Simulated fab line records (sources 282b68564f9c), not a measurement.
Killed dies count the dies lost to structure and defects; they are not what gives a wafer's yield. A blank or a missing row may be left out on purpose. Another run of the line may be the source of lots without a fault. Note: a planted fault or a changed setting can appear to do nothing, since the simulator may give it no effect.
fab line records + flow rit_cmos
record:
- lots: 6
- wafers: 18
- last_day: 8
route steps=202 shown REOX@99 NLDD@103 PLDD@114 SPACER@125 NSD@131 M1@202
lots that met no fault: from a run of the same line without faults
start_h: start of the lot's first displayed wafer, in hours after the record's first day + wait_h: hours since the lot's step before + " same as the row above + L1.1+2: several wafers, shown together as one row + - either no value or no given start + * or withheld: withheld + < > ~ a bound
route shown NAME@n: NAME is a module with steps in the file, n the number in the route of the first one + usual: mean/standard deviation of fault-free wafers + same: alike in all rows + chamber/n: place in a boat + sites: readings site by site + _std_site: standard deviation of those values + _edge_site: the outer-site mean with the inner-site mean subtracted + radius_mm: for every site, how far away it sits from the centre of the wafer + mask NAME#n: copy n + behind: the most recent tool/chamber to have shaped the wafer + hold: what put the lot on hold/how long, in hours/how the hold closed + device: the transistor (n, p or np) that didn't switch + end of line: tests run on the same wafers once the route is complete + where a step has no rows: the recipe by itself + killed: at the first sort, the dies lost to defects and structure; wafer yield is something else + map: a wafer's dies, x killed, . not, _ none there
set.NAME: the setting that was run; set.NAME@STEP: the one run at that earlier step + model.NAME: the simulator's own value behind a step, which no gauge read
lots seen at some steps along the route; tables by step, rows by wafer
services: a tool's chamber out of use, with start hour (start_h, from the record's first day; less than 0 if before it), hours out, and reason
== steps ==
step: RIT_REOX_CLEAN_01
recipe:
- chemistry: dHF
- dilution: 50:1
- time_s: 30
step: RIT_REOX_CLEAN_02
recipe:
- chemistry: SC2
- mix: 3:3:50
- time_s: 600
- temp_c: 75
- dry: n2_spin
step: RIT_REOX_OXIDATION_03
recipe:
- temp_c: 900
- ambient: O2
- target_thk_a: 252
- ox_time_s: 5580
step: RIT_REOX_THK_MEAS_04
recipe:
- reads: SiO2_of_REOX_OXIDATION_03
usual:
- REOX_OXIDE_THK: 25.3/0.4
| lot.wafer | tool          | chamber | start_h | wait_h | REOX_OXIDE_THK[nm] |
|-----------|---------------|---------|---------|--------|--------------------|
| L654.1    | film_metro-04 | -       | 77.53   | 0.0    | 25.1               |
| L654.2    | "             | -       | "       | "      | 25.2               |
| L654.6    | "             | -       | "       | "      | 25.5               |
| L659.1    | film_metro-02 | -       | 102.82  | 0.0    | 25.3               |
| L659.2    | "             | -       | "       | "      | 25.6               |
| L659.6    | "             | -       | "       | "      | 25.6               |
| L662.4    | film_metro-02 | -       | 119.57  | 0.0    | 25.6               |
| L662.5    | "             | -       | "       | "      | 24.9               |
| L662.6    | "             | -       | "       | "      | 24.8               |
| L663.1    | film_metro-02 | -       | 123.73  | 0.0    | 24.3               |
| L663.4    | "             | -       | "       | "      | 24.5               |
| L663.6    | "             | -       | "       | "      | 24.1               |
| L666.2    | film_metro-02 | -       | 146.91  | 0.0    | 25.5               |
| L666.3    | "             | -       | "       | "      | 25.3               |
| L666.4    | "             | -       | "       | "      | 25.3               |
| L669.1    | film_metro-03 | -       | 165.61  | 0.0    | 25.3               |
| L669.2    | "             | -       | "       | "      | 25.0               |
| L669.3    | "             | -       | "       | "      | 25.2               |
step: RIT_NLDD_HMDS_00
recipe:
- prime_time_s: 60
- prime_temp_c: 140
step: RIT_NLDD_COAT_01
recipe:
- resist: NOVOLAK
- spin_rpm: 3250
- resist_thk_nm: 1000
step: RIT_NLDD_SOFTBAKE_02
recipe:
- resist: NOVOLAK
- temp_c: 90
- time_s: 60
step: RIT_NLDD_EXPOSE_03
recipe:
- mask_id: M7
- na: 0.57
- target_cd_nm: 40700
- dose_mj: 250
step: RIT_NLDD_PEB_04
recipe:
- resist: NOVOLAK
- temp_c: withheld
- time_s: withheld
step: RIT_NLDD_DEVELOP_05
recipe:
- resist: NOVOLAK
- develop_time_s: 50
- dev_temp_c: 23
step: RIT_NLDD_OVL_MEAS_06
usual:
- NLDD_OVL: 0.5/1.2
| lot.wafer | tool       | chamber | start_h | wait_h | NLDD_OVL[nm] |
|-----------|------------|---------|---------|--------|--------------|
| L654.1    | overlay-02 | -       | 78.44   | -      | 0.6          |
| L654.2    | "          | -       | "       | "      | -2.1         |
| L654.6    | "          | -       | "       | "      | -2.0         |
| L659.1    | overlay-02 | -       | 103.74  | -      | 0.7          |
| L659.2    | "          | -       | "       | "      | 0.5          |
| L659.6    | "          | -       | "       | "      | -1.7         |
| L662.4    | overlay-02 | -       | 120.55  | -      | 1.9          |
| L662.5    | "          | -       | "       | "      | 0.7          |
| L662.6    | "          | -       | "       | "      | 1.5          |
| L663.1    | overlay-01 | -       | 124.77  | -      | 1.0          |
| L663.4    | "          | -       | "       | "      | -0.6         |
| L663.6    | "          | -       | "       | "      | 1.5          |
| L666.2    | overlay-02 | -       | 147.82  | -      | -1.3         |
| L666.3    | "          | -       | "       | "      | -1.2         |
| L666.4    | "          | -       | "       | "      | 1.4          |
| L669.1    | overlay-01 | -       | 166.52  | -      | 1.5          |
| L669.2    | "          | -       | "       | "      | -0.3         |
| L669.3    | "          | -       | "       | "      | -1.2         |
step: RIT_NLDD_HARDBAKE_07
recipe:
- resist: NOVOLAK
- temp_c: 140
- time_s: 60
step: RIT_NLDD_IMPLANT_08
recipe:
- species: P
- energy_kev: 20
- dose_cm2: 5e+14
- tilt_deg: 7
usual:
- beam_energy_keV: 20.000/0.0062
- tilt_deg: 7.001/0.021
same:
- implant_ion_amu: 31
| lot.wafer | tool         | chamber | start_h | wait_h | beam_energy_keV | tilt_deg |
|-----------|--------------|---------|---------|--------|-----------------|----------|
| L654.1    | implanter-02 | 0       | 78.63   | 0.1    | 19.986          | 7.035    |
| L654.2    | "            | 0       | "       | "      | 19.992          | 7.020    |
| L654.6    | "            | 0       | "       | "      | 19.999          | 7.009    |
| L659.1    | implanter-04 | 0       | 103.92  | 0.1    | 20.001          | 7.012    |
| L659.2    | "            | 0       | "       | "      | 20.010          | 7.000    |
| L659.6    | "            | 0       | "       | "      | 19.998          | 7.046    |
| L662.4    | implanter-04 | 0       | 120.79  | 0.1    | 20.003          | 0.018    |
| L662.5    | "            | 0       | "       | "      | 19.998          | 0.022    |
| L662.6    | "            | 0       | "       | "      | 19.990          | 0.042    |
| L663.1    | implanter-01 | 0       | 124.96  | 0.1    | 20.008          | 6.995    |
| L663.4    | "            | 0       | "       | "      | 20.001          | 6.981    |
| L663.6    | "            | 0       | "       | "      | 20.002          | 6.975    |
| L666.2    | implanter-04 | 0       | 148.03  | 0.1    | 19.989          | 0.007    |
| L666.3    | "            | 0       | "       | "      | 19.993          | -0.006   |
| L666.4    | "            | 0       | "       | "      | 19.996          | 0.019    |
| L669.1    | implanter-02 | 0       | 166.71  | 0.1    | 19.998          | 7.006    |
| L669.2    | "            | 0       | "       | "      | 20.001          | 7.012    |
| L669.3    | "            | 0       | "       | "      | 20.002          | 6.999    |
step: RIT_NLDD_STRIP_09
recipe:
- chemistry: O2
- time_s: 180
- resist: NOVOLAK
- platen_temp_c: withheld
- power_w: 500
- pressure_mtorr: 4000
- o2_flow_sccm: 4000
usual:
- drypump_motor_current_A: 5.87/0.26
| lot.wafer | tool            | chamber | start_h | wait_h | drypump_motor_current_A | rf_hours_counter_h |
|-----------|-----------------|---------|---------|--------|-------------------------|--------------------|
| L654.1    | plasma_asher-02 | 1       | 78.78   | 0.1    | 5.60                    | 44                 |
| L654.2    | "               | 0       | "       | "      | 5.53                    | 44                 |
| L654.6    | "               | 0       | "       | "      | 5.52                    | -                  |
| L659.1    | plasma_asher-04 | 1       | 104.07  | 0.1    | 6.31                    | 46                 |
| L659.2    | "               | 0       | "       | "      | 6.15                    | 46                 |
| L659.6    | "               | 1       | "       | "      | 6.29                    | -                  |
| L662.4    | plasma_asher-02 | 0       | 120.93  | 0.1    | 5.50                    | -                  |
| L662.5    | "               | 1       | "       | "      | 5.65                    | -                  |
| L662.6    | "               | 0       | "       | "      | 5.53                    | -                  |
| L663.1    | plasma_asher-03 | 1       | 125.11  | 0.1    | 5.91                    | 1                  |
| L663.4    | "               | 1       | "       | "      | 5.92                    | -                  |
| L663.6    | "               | 1       | "       | "      | 5.89                    | -                  |
| L666.2    | plasma_asher-02 | 1       | 148.15  | 0.1    | 5.62                    | 52                 |
| L666.3    | "               | 1       | "       | "      | 5.61                    | -                  |
| L666.4    | "               | 0       | "       | "      | 5.53                    | -                  |
| L669.1    | plasma_asher-03 | 0       | 166.86  | 0.1    | 6.00                    | 5                  |
| L669.2    | "               | 1       | "       | "      | 5.94                    | 5                  |
| L669.3    | "               | 1       | "       | "      | 5.92                    | -                  |
step: RIT_NLDD_TW_MEAS_10
usual:
- NLDD_TW: 2482/22
| lot.wafer | tool          | chamber | start_h | wait_h | NLDD_TW |
|-----------|---------------|---------|---------|--------|---------|
| L654.1    | film_metro-01 | -       | 78.95   | 0.1    | 2489    |
| L654.2    | "             | -       | "       | "      | 2487    |
| L654.6    | "             | -       | "       | "      | 2481    |
| L659.1    | film_metro-04 | -       | 104.25  | 0.1    | 2448    |
| L659.2    | "             | -       | "       | "      | 2447    |
| L659.6    | "             | -       | "       | "      | 2448    |
| L662.4    | film_metro-04 | -       | 121.07  | 0.1    | 2245    |
| L662.5    | "             | -       | "       | "      | 2245    |
| L662.6    | "             | -       | "       | "      | 2242    |
| L663.1    | film_metro-03 | -       | 125.28  | 0.1    | 2528    |
| L663.4    | "             | -       | "       | "      | 2520    |
| L663.6    | "             | -       | "       | "      | 2507    |
| L666.2    | film_metro-04 | -       | 148.34  | 0.1    | 2249    |
| L666.3    | "             | -       | "       | "      | 2235    |
| L666.4    | "             | -       | "       | "      | 2245    |
| L669.1    | film_metro-04 | -       | 167.04  | 0.1    | 2462    |
| L669.2    | "             | -       | "       | "      | 2457    |
| L669.3    | "             | -       | "       | "      | 2467    |
step: RIT_PLDD_HMDS_00
recipe:
- prime_time_s: 60
- prime_temp_c: 140
step: RIT_PLDD_COAT_01
recipe:
- resist: NOVOLAK
- spin_rpm: 3250
- resist_thk_nm: 1000
step: RIT_PLDD_SOFTBAKE_02
recipe:
- resist: NOVOLAK
- temp_c: 90
- time_s: 60
step: RIT_PLDD_EXPOSE_03
recipe:
- mask_id: M8
- na: 0.57
- target_cd_nm: 40900
- dose_mj: 250
step: RIT_PLDD_PEB_04
recipe:
- resist: NOVOLAK
- temp_c: withheld
- time_s: withheld
step: RIT_PLDD_DEVELOP_05
recipe:
- resist: NOVOLAK
- develop_time_s: 50
- dev_temp_c: 23
step: RIT_PLDD_OVL_MEAS_06
usual:
- PLDD_OVL: 0.6/1.4
| lot.wafer | tool       | chamber | start_h | wait_h | PLDD_OVL[nm] |
|-----------|------------|---------|---------|--------|--------------|
| L654.1    | overlay-01 | -       | 79.99   | -      | -2.4         |
| L654.2    | "          | -       | "       | "      | 1.5          |
| L654.6    | "          | -       | "       | "      | 0.3          |
| L659.1    | overlay-02 | -       | 105.28  | -      | 1.7          |
| L659.2    | "          | -       | "       | "      | -1.0         |
| L659.6    | "          | -       | "       | "      | -0.4         |
| L662.4    | overlay-01 | -       | 121.97  | -      | 3.1          |
| L662.5    | "          | -       | "       | "      | 2.1          |
| L662.6    | "          | -       | "       | "      | 2.1          |
| L663.1    | overlay-02 | -       | 126.21  | -      | 0.1          |
| L663.4    | "          | -       | "       | "      | 3.1          |
| L663.6    | "          | -       | "       | "      | -1.2         |
| L666.2    | overlay-01 | -       | 149.24  | -      | -0.7         |
| L666.3    | "          | -       | "       | "      | -0.6         |
| L666.4    | "          | -       | "       | "      | 0.2          |
| L669.1    | overlay-02 | -       | 168.07  | -      | 0.1          |
| L669.2    | "          | -       | "       | "      | 1.1          |
| L669.3    | "          | -       | "       | "      | -0.3         |
step: RIT_PLDD_HARDBAKE_07
recipe:
- resist: NOVOLAK
- temp_c: 140
- time_s: 60
step: RIT_PLDD_IMPLANT_08
recipe:
- species: BF2
- energy_kev: 20
- dose_cm2: 9e+14
- tilt_deg: 7
step: RIT_PLDD_STRIP_09
recipe:
- chemistry: O2
- time_s: 180
- resist: NOVOLAK
- platen_temp_c: withheld
- power_w: 500
- pressure_mtorr: 4000
- o2_flow_sccm: 4000
usual:
- drypump_motor_current_A: 5.7/0.46
| lot.wafer | tool            | chamber | start_h | wait_h | drypump_motor_current_A | rf_hours_counter_h |
|-----------|-----------------|---------|---------|--------|-------------------------|--------------------|
| L654.1    | plasma_asher-01 | 1       | 80.33   | 0.1    | 5.0                     | 29                 |
| L654.2    | "               | 0       | "       | "      | 5.6                     | 29                 |
| L654.6    | "               | 1       | "       | "      | 5.0                     | -                  |
| L659.1    | plasma_asher-04 | 1       | 105.62  | 0.1    | 6.3                     | 46                 |
| L659.2    | "               | 0       | "       | "      | 6.2                     | 46                 |
| L659.6    | "               | 0       | "       | "      | 6.2                     | -                  |
| L662.4    | plasma_asher-01 | 1       | 122.35  | 0.1    | 5.0                     | -                  |
| L662.5    | "               | 0       | "       | "      | 5.5                     | -                  |
| L662.6    | "               | 1       | "       | "      | 5.0                     | -                  |
| L663.1    | plasma_asher-01 | 0       | 126.54  | 0.1    | 5.6                     | 34                 |
| L663.4    | "               | 0       | "       | "      | 5.5                     | -                  |
| L663.6    | "               | 1       | "       | "      | 5.0                     | -                  |
| L666.2    | plasma_asher-02 | 0       | 149.57  | 0.1    | 5.5                     | 52                 |
| L666.3    | "               | 0       | "       | "      | 5.5                     | -                  |
| L666.4    | "               | 1       | "       | "      | 5.6                     | -                  |
| L669.1    | plasma_asher-04 | 0       | 168.41  | 0.1    | 6.1                     | 52                 |
| L669.2    | "               | 1       | "       | "      | 6.3                     | 52                 |
| L669.3    | "               | 1       | "       | "      | 6.3                     | -                  |
step: RIT_PLDD_TW_MEAS_10
usual:
- PLDD_TW: 2349/23
| lot.wafer | tool          | chamber | start_h | wait_h | PLDD_TW |
|-----------|---------------|---------|---------|--------|---------|
| L654.1    | film_metro-01 | -       | 80.50   | 0.1    | 2337    |
| L654.2    | "             | -       | "       | "      | 2335    |
| L654.6    | "             | -       | "       | "      | 2343    |
| L659.1    | film_metro-03 | -       | 105.79  | 0.1    | 2357    |
| L659.2    | "             | -       | "       | "      | 2354    |
| L659.6    | "             | -       | "       | "      | 2362    |
| L662.4    | film_metro-03 | -       | 122.50  | 0.1    | 2375    |
| L662.5    | "             | -       | "       | "      | 2372    |
| L662.6    | "             | -       | "       | "      | 2365    |
| L663.1    | film_metro-04 | -       | 126.72  | 0.1    | 2333    |
| L663.4    | "             | -       | "       | "      | 2333    |
| L663.6    | "             | -       | "       | "      | 2332    |
| L666.2    | film_metro-03 | -       | 149.76  | 0.1    | 2377    |
| L666.3    | "             | -       | "       | "      | 2374    |
| L666.4    | "             | -       | "       | "      | 2358    |
| L669.1    | film_metro-01 | -       | 168.58  | 0.1    | 2344    |
| L669.2    | "             | -       | "       | "      | 2332    |
| L669.3    | "             | -       | "       | "      | 2324    |
step: RIT_SPACER_CLEAN_00
recipe:
- chemistry: SC1
- mix: 3:3:50
- time_s: 600
- temp_c: 75
step: RIT_SPACER_CLEAN_01
recipe:
- chemistry: dHF
- dilution: 50:1
- time_s: 30
step: RIT_SPACER_CLEAN_02
recipe:
- chemistry: SC2
- mix: 3:3:50
- time_s: 600
- temp_c: 75
- dry: n2_spin
step: RIT_SPACER_CVD_03
recipe:
- material: Si3N4
- target_thk_nm: 250
- temp_c: 810
- precursor: SiH2Cl2/NH3
- time_s: 3300
- pressure_mtorr: 300
- sih2cl2_flow_sccm: 60
- nh3_flow_sccm: 150
step: RIT_SPACER_THK_MEAS_04
recipe:
- reads: Si3N4_of_SPACER_CVD_03
usual:
- SPACER_NITRIDE_THK: 249.4/2.3
| lot.wafer | tool          | chamber | start_h | wait_h | SPACER_NITRIDE_THK[nm] |
|-----------|---------------|---------|---------|--------|------------------------|
| L654.1    | film_metro-02 | -       | 83.78   | 0.0    | 250.6                  |
| L654.2    | "             | -       | "       | "      | 249.6                  |
| L654.6    | "             | -       | "       | "      | 250.3                  |
| L659.1    | film_metro-01 | -       | 108.14  | 0.0    | 251.8                  |
| L659.2    | "             | -       | "       | "      | 253.8                  |
| L659.6    | "             | -       | "       | "      | 250.9                  |
| L662.4    | film_metro-02 | -       | 124.84  | 0.0    | 249.2                  |
| L662.5    | "             | -       | "       | "      | 248.8                  |
| L662.6    | "             | -       | "       | "      | 248.5                  |
| L663.1    | film_metro-01 | -       | 129.06  | 0.0    | 251.4                  |
| L663.4    | "             | -       | "       | "      | 250.7                  |
| L663.6    | "             | -       | "       | "      | 253.1                  |
| L666.2    | film_metro-03 | -       | 152.10  | 0.0    | 246.5                  |
| L666.3    | "             | -       | "       | "      | 247.2                  |
| L666.4    | "             | -       | "       | "      | 247.2                  |
| L669.1    | film_metro-01 | -       | 172.02  | 0.0    | 250.0                  |
| L669.2    | "             | -       | "       | "      | 247.8                  |
| L669.3    | "             | -       | "       | "      | 249.1                  |
step: RIT_SPACER_ETCHBACK_05
recipe:
- target_depth_a: 2500
- SF6_flow_sccm: 30
- CHF3_flow_sccm: 30
- target: Si3N4
- chemistry: SF6/CHF3
- pressure_mtorr: 40
- rf_w: 250
- time_s: 240
- stop_on: SiO2
usual:
- drypump_motor_current_A: 5.9/0.49
- oes_product_au: 0.841/0.013
- throttle_valve_pct: 10.32/0.11
| lot.wafer | tool        | chamber | start_h | wait_h | drypump_motor_current_A | oes_product_au | rf_hours_counter_h | throttle_valve_pct |
|-----------|-------------|---------|---------|--------|-------------------------|----------------|--------------------|--------------------|
| L654.1    | rie_diel-04 | 1       | 83.84   | 0.1    | 6.5                     | 0.853          | 91                 | 10.18              |
| L654.2    | "           | 0       | "       | "      | 6.1                     | 0.847          | 99                 | 10.30              |
| L654.6    | "           | 0       | "       | "      | 6.1                     | 0.844          | -                  | 10.29              |
| L659.1    | rie_diel-02 | 1       | 108.20  | 0.1    | 5.8                     | 0.826          | 8                  | 10.10              |
| L659.2    | "           | 0       | "       | "      | 5.3                     | 0.846          | 37                 | 10.34              |
| L659.6    | "           | 3       | "       | "      | 5.8                     | 0.858          | -                  | 10.39              |
| L662.4    | rie_diel-03 | 2       | 124.87  | 0.0    | 6.6                     | 0.842          | 66                 | 10.31              |
| L662.5    | "           | 0       | "       | "      | 5.9                     | 0.837          | -                  | 10.44              |
| L662.6    | "           | 3       | "       | "      | 4.9                     | 0.845          | -                  | 10.22              |
| L663.1    | rie_diel-04 | 2       | 129.12  | 0.1    | 6.2                     | 0.843          | 10                 | 10.20              |
| L663.4    | "           | 3       | "       | "      | 6.2                     | 0.859          | 3                  | 10.43              |
| L663.6    | "           | 0       | "       | "      | 6.0                     | 0.847          | -                  | 10.32              |
| L666.2    | rie_diel-04 | 2       | 152.15  | 0.0    | 6.2                     | 0.838          | 11                 | 10.21              |
| L666.3    | "           | 1       | "       | "      | 6.5                     | 0.846          | 93                 | 10.19              |
| L666.4    | "           | 2       | "       | "      | 6.2                     | 0.843          | -                  | 10.21              |
| L669.1    | rie_diel-03 | 3       | 172.08  | 0.1    | 4.8                     | 0.838          | 142                | 10.23              |
| L669.2    | "           | 1       | "       | "      | 6.2                     | 0.814          | 118                | 10.51              |
| L669.3    | "           | 0       | "       | "      | 5.9                     | 0.831          | 62                 | 10.44              |
step: RIT_NSD_HMDS_00
recipe:
- prime_time_s: 60
- prime_temp_c: 140
step: RIT_NSD_COAT_01
recipe:
- resist: NOVOLAK
- spin_rpm: 3250
- resist_thk_nm: 1000
step: RIT_NSD_SOFTBAKE_02
recipe:
- resist: NOVOLAK
- temp_c: 90
- time_s: 60
step: RIT_NSD_EXPOSE_03
recipe:
- mask_id: M9
- na: 0.57
- target_cd_nm: 40700
- dose_mj: 250
step: RIT_NSD_PEB_04
recipe:
- resist: NOVOLAK
- temp_c: withheld
- time_s: withheld
step: RIT_NSD_DEVELOP_05
recipe:
- resist: NOVOLAK
- develop_time_s: 50
- dev_temp_c: 23
step: RIT_NSD_OVL_MEAS_06
usual:
- NSD_OVL: 0.4/1.4
| lot.wafer | tool       | chamber | start_h | wait_h | NSD_OVL[nm] |
|-----------|------------|---------|---------|--------|-------------|
| L654.1    | overlay-01 | -       | 85.06   | -      | 1.1         |
| L654.2    | "          | -       | "       | "      | -0.4        |
| L654.6    | "          | -       | "       | "      | 0.1         |
| L659.1    | overlay-02 | -       | 109.33  | -      | 1.6         |
| L659.2    | "          | -       | "       | "      | 0.7         |
| L659.6    | "          | -       | "       | "      | 0.4         |
| L662.4    | overlay-01 | -       | 126.01  | -      | -0.7        |
| L662.5    | "          | -       | "       | "      | 0.2         |
| L662.6    | "          | -       | "       | "      | 0.5         |
| L663.1    | overlay-01 | -       | 130.25  | -      | 1.9         |
| L663.4    | "          | -       | "       | "      | 1.6         |
| L663.6    | "          | -       | "       | "      | -0.4        |
| L666.2    | overlay-01 | -       | 153.49  | -      | 0.3         |
| L666.3    | "          | -       | "       | "      | 1.1         |
| L666.4    | "          | -       | "       | "      | 0.9         |
| L669.1    | overlay-01 | -       | 173.20  | -      | -0.5        |
| L669.2    | "          | -       | "       | "      | 1.5         |
| L669.3    | "          | -       | "       | "      | -1.1        |
step: RIT_NSD_HARDBAKE_07
recipe:
- resist: NOVOLAK
- temp_c: 140
- time_s: 60
step: RIT_NSD_IMPLANT_08
recipe:
- species: P
- energy_kev: 25
- dose_cm2: 1e+15
- tilt_deg: 7
step: RIT_NSD_STRIP_09
recipe:
- chemistry: O2
- time_s: 180
- resist: NOVOLAK
- platen_temp_c: withheld
- power_w: 500
- pressure_mtorr: 4000
- o2_flow_sccm: 4000
usual:
- drypump_motor_current_A: 5.7/0.3
| lot.wafer | tool            | chamber | start_h | wait_h | drypump_motor_current_A | rf_hours_counter_h |
|-----------|-----------------|---------|---------|--------|-------------------------|--------------------|
| L654.1    | plasma_asher-03 | 1       | 85.40   | 0.1    | 5.9                     | 44                 |
| L654.2    | "               | 0       | "       | "      | 6.0                     | 44                 |
| L654.6    | "               | 1       | "       | "      | 5.9                     | -                  |
| L659.1    | plasma_asher-01 | 0       | 109.66  | 0.1    | 5.5                     | 32                 |
| L659.2    | "               | 1       | "       | "      | 5.0                     | 32                 |
| L659.6    | "               | 0       | "       | "      | 5.5                     | -                  |
| L662.4    | plasma_asher-03 | 1       | 126.39  | 0.1    | 5.9                     | -                  |
| L662.5    | "               | 1       | "       | "      | 5.9                     | -                  |
| L662.6    | "               | 0       | "       | "      | 6.0                     | -                  |
| L663.1    | plasma_asher-03 | 1       | 130.66  | 0.1    | 5.9                     | 1                  |
| L663.4    | "               | 1       | "       | "      | 5.9                     | -                  |
| L663.6    | "               | 1       | "       | "      | 5.9                     | -                  |
| L666.2    | plasma_asher-03 | 1       | 153.82  | 0.1    | 5.9                     | 3                  |
| L666.3    | "               | 0       | "       | "      | 6.0                     | -                  |
| L666.4    | "               | 1       | "       | "      | 5.9                     | -                  |
| L669.1    | plasma_asher-02 | 0       | 173.54  | 0.1    | 5.5                     | 55                 |
| L669.2    | "               | 1       | "       | "      | 5.6                     | 55                 |
| L669.3    | "               | 1       | "       | "      | 5.6                     | -                  |
step: RIT_SDANNEAL_RS_MEAS_07
recipe:
- thk_meas_gauge: four-point-probe
usual:
- NLDD_RS: 151.6/0.5
| lot.wafer | tool          | chamber | start_h | wait_h | NLDD_RS[ohm/sq] |
|-----------|---------------|---------|---------|--------|-----------------|
| L654.1    | film_metro-01 | -       | 87.84   | 0.1    | 151.1           |
| L654.2    | "             | -       | "       | "      | 151.2           |
| L654.6    | "             | -       | "       | "      | 150.8           |
| L659.1    | film_metro-04 | -       | 112.28  | 0.1    | 152.0           |
| L659.2    | "             | -       | "       | "      | 151.8           |
| L659.6    | "             | -       | "       | "      | 152.3           |
| L662.4    | film_metro-01 | -       | 128.83  | 0.1    | 142.4           |
| L662.5    | "             | -       | "       | "      | 142.3           |
| L662.6    | "             | -       | "       | "      | 142.5           |
| L663.1    | film_metro-01 | -       | 133.10  | 0.1    | 151.5           |
| L663.4    | "             | -       | "       | "      | 150.9           |
| L663.6    | "             | -       | "       | "      | 151.6           |
| L666.2    | film_metro-01 | -       | 156.48  | 0.1    | 142.8           |
| L666.3    | "             | -       | "       | "      | 143.0           |
| L666.4    | "             | -       | "       | "      | 142.6           |
| L669.1    | film_metro-04 | -       | 175.98  | 0.1    | 151.8           |
| L669.2    | "             | -       | "       | "      | 151.4           |
| L669.3    | "             | -       | "       | "      | 151.4           |
step: RIT_M1_PROBE_99
usual:
- killed_at_front_end: 7/3
- killed_dies: 7/3
- killed_open: 3.4/1.8
- killed_short: 3.8/2.1
same:
- gross_dies: 264
- killed_at_M0_to_M3: 0
- killed_at_M4_up: 0
- killed_at_back_side: 0
- killed_at_contacts: 0
- killed_at_other: 0
| lot.wafer | tool      | chamber | start_h | wait_h | killed_at_front_end | killed_dies | killed_open | killed_short |
|-----------|-----------|---------|---------|--------|---------------------|-------------|-------------|--------------|
| L654.1    | prober-01 | -       | 95.23   | 0.1    | 3                   | 3           | 2           | 1            |
| L654.2    | prober-01 | -       | 95.28   | 0.1    | 7                   | 7           | 5           | 2            |
| L654.6    | prober-01 | -       | 95.48   | 0.2    | 1                   | 1           | 0           | 1            |
| L659.1    | prober-02 | -       | 119.19  | 0.1    | 8                   | 8           | 4           | 4            |
| L659.2    | prober-02 | -       | 119.24  | 0.1    | 11                  | 11          | 3           | 8            |
| L659.6    | prober-02 | -       | 119.44  | 0.2    | 9                   | 9           | 6           | 3            |
| L662.4    | prober-01 | -       | 135.79  | 0.2    | 7                   | 7           | 3           | 4            |
| L662.5    | prober-01 | -       | 135.84  | 0.2    | 4                   | 4           | 2           | 2            |
| L662.6    | prober-01 | -       | 135.89  | 0.2    | 3                   | 3           | 0           | 3            |
| L669.1    | prober-02 | -       | 183.21  | 0.1    | 5                   | 5           | 3           | 2            |
| L669.2    | prober-02 | -       | 183.26  | 0.1    | 4                   | 4           | 4           | 0            |
| L669.3    | prober-02 | -       | 183.31  | 0.2    | 5                   | 5           | 1           | 4            |
killed by level:class
L654.1 FOX1:geometric_particle:short=1 GATE:geometric_particle:open=1 SPACER:geometric_particle:open=1
L654.2 GATE:geometric_particle:open=4 FOX1:geometric_particle:open=1 GATE:geometric_particle:short=1 SPACER:geometric_particle:short=1
L654.6 SPACER:geometric_particle:short=1
L659.1 GATE:geometric_particle:short=2 SPACER:geometric_particle:short=2 FOX1:geometric_particle:open=1 GATE:geometric_particle:open=1 SPACER:geometric_particle:open=1 SILICIDE:geometric_particle:open=1
L659.2 FOX1:geometric_particle:short=2 GATE:geometric_particle:short=2 SPACER:geometric_particle:short=2 FOX1:geometric_particle:open=1 FOX2:geometric_particle:open=1 REOX:geometric_particle:short=1 SPACER:geometric_particle:open=1 SILICIDE:geometric_particle:short=1
L659.6 GATE:geometric_particle:open=2 SPACER:geometric_particle:open=2 FOX1:geometric_particle:open=1 GATE:geometric_particle:short=1 REOX:geometric_particle:open=1 REOX:geometric_particle:short=1 SPACER:geometric_particle:short=1
L662.4 GATE:geometric_particle:short=2 FOX1:geometric_particle:open=1 FOX2:geometric_particle:short=1 GATE:geometric_particle:open=1 SILICIDE:geometric_particle:short=1 SILICIDE:geometric_particle:open=1
L662.5 FOX2:geometric_particle:short=1 REOX:geometric_particle:open=1 SPACER:geometric_particle:short=1 SILICIDE:geometric_particle:open=1
L662.6 FOX1:geometric_particle:short=2 REOX:geometric_particle:short=1
L669.1 SILICIDE:geometric_particle:open=2 GATE:geometric_particle:open=1 GATE:geometric_particle:short=1 SPACER:geometric_particle:short=1
L669.2 GATE:geometric_particle:open=3 FOX1:geometric_particle:open=1
L669.3 SILICIDE:geometric_particle:short=3 GATE:geometric_particle:short=1 SPACER:geometric_particle:open=1
== services ==
| tool            | chamber | start_h | hours | kind       |
|-----------------|---------|---------|-------|------------|
| plasma_asher-03 | -       | 76.25   | 2.9   | repair     |
| plasma_asher-04 | -       | 78.88   | 2.8   | pm         |
| implanter-01    | -       | 82.24   | 0.7   | repair     |
| rie_diel-03     | 0       | 86.65   | 18.1  | repair     |
| implanter-02    | -       | 104.09  | 5.3   | repair     |
| plasma_asher-03 | -       | 108.75  | 9.0   | pm         |
| plasma_asher-03 | 0       | 108.75  | 9.0   | vent_cycle |
| plasma_asher-03 | 1       | 108.75  | 9.0   | vent_cycle |
| plasma_asher-03 | -       | 116.03  | 0.7   | repair     |
| plasma_asher-03 | 0       | 117.75  | -     | clean      |
| plasma_asher-03 | 1       | 117.75  | -     | clean      |
| plasma_asher-01 | -       | 136.21  | 0.6   | repair     |
| implanter-04    | -       | 136.36  | 3.6   | repair     |
| rie_diel-04     | 3       | 145.90  | 8.6   | repair     |
| implanter-02    | -       | 153.01  | 0.5   | repair     |
| implanter-02    | -       | 170.57  | 4.2   | repair     |
| rie_diel-02     | 0       | 170.60  | 6.2   | repair     |
== key ==
first_sign:
- step: RIT_NLDD_IMPLANT_08
- reading: tilt_deg
- direction: down
- sigmas: 99+
- usual: 7.001
- struck: 0.017
effect:
- step: RIT_NLDD_TW_MEAS_10
- reading: NLDD_TW
- direction: down
- sigmas: 11
- usual: 2482
- struck: 2243
effect:
- step: RIT_SDANNEAL_RS_MEAS_07
- reading: NLDD_RS
- direction: down
- sigmas: 18
- usual: 151.6
- struck: 142.6
met_at RIT_NLDD_IMPLANT_08
struck_wafers L662.4,L662.5,L662.6,L666.2,L666.3,L666.4
tester_left_out L662,L666
onset_between 103.92 120.79
fault:
- kind: process_parameter_drift
- tool: implanter-04
- chamber: -
- onset_h: 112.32
- steps: RIT_NLDD_IMPLANT_08
- channel: tilt_deg
- offset: -7
- shape: step
- end_h: 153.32
- acts_in: these_recipes_only
- stated: 7
tester_left_out: of these lots the tester's yield and bins aren't shown, on N5 and GAA mostly nor the transistor test; their killed dies are dies lost to structure and defects alone, not to doping, threshold or leakage, so they don't give the yield
